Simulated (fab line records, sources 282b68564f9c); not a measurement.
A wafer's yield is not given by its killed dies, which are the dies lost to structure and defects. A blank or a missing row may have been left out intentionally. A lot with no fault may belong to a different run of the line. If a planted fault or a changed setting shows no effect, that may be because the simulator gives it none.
Problem report in the 8D (eight disciplines) form, filled by code || flow ritCmos || the parts of the form that need people (team, actions taken, sign-off) are left out

1. WHAT IS WRONG
At RIT_NSD_IMPLANT_08, beamEnergyKeV averages 23.569 over 6 wafers from 2 lots, while fault-free wafers read 25.000, standard deviation 0.0077. So: -99 or more standard deviations from the usual mean.
Earliest sighting: wafer L355.1 on implanter-03 at day 6 12:08. The record holds 42 wafers of 14 lots with a number at this step. Rule for "out", or "out of limits": more than 4 standard deviations from the usual mean. Any other wafer with a number is counted as sound.

2. WHAT IT IS; WHAT IT IS NOT
{"question": "which readings at this step", "is": "beamEnergyKeV", "is not": "-"}
{"question": "which lots", "is": "L355, L358", "is not": "L338, L339, L340, L341, L342, L344, L345, L347, L348, L349, L359, L361"}
{"question": "which wafers of those lots", "is": "all that have a number", "is not": "-"}
{"question": "read on which tools", "is": "implanter-03", "is not": "implanter-02, implanter-04"}
{"question": "when", "is": "from day 6 12:08", "is not": "up to then (30 sound wafers); but 6 sound wafers of L359, L361 came after"}

3. SUSPECTS, AND WHAT RULES EACH OUT
Counting: a tool at a process step up to the reading stays a suspect if it ran every lot that is out and no sound lot after the first of them.
- implanter-03 at RIT_NSD_IMPLANT_08: kept. All lots that are out passed through it, beginning with L355 at day 6 12:08, and no sound lot followed; its final sound lot before that point was L348 at day 5 01:29. Its own readings are out on those wafers: beamEnergyKeV.
After counting, what remains is implanter-03 at RIT_NSD_IMPLANT_08.

4. THE CAUSE (what the simulator had put in)
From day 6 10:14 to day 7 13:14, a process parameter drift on implanter-03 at RIT_NSD_IMPLANT_08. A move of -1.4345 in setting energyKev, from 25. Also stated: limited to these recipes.
The count eliminated every tool but this one.

5. SEQUENCE OF EFFECTS, ordered by route
Each row: a reading where the mean over the struck wafers with a number is more than 3 standard deviations away from the usual. Readings are gone through only where the record gives a usual standard deviation; hours: the median, over the lots, of the time from a lot's start at the first step in this table giving one to that lot's start at this step; sigmas: the change measured in usual standard deviations.
{"hours": 0, "step": "RIT_NSD_IMPLANT_08", "reading": "beamEnergyKeV", "usual": 25.000, "on struck wafers": 23.569, "change": -1.431, "sigmas": "-99 or more"}
It contains these process steps:
- RIT_NSD_IMPLANT_08

6. WHAT WOULD HAVE CAUGHT IT SOONER
2 hours passed between the start of the fault at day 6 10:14 and the first reading out of limits in this record, taken at day 6 12:08.
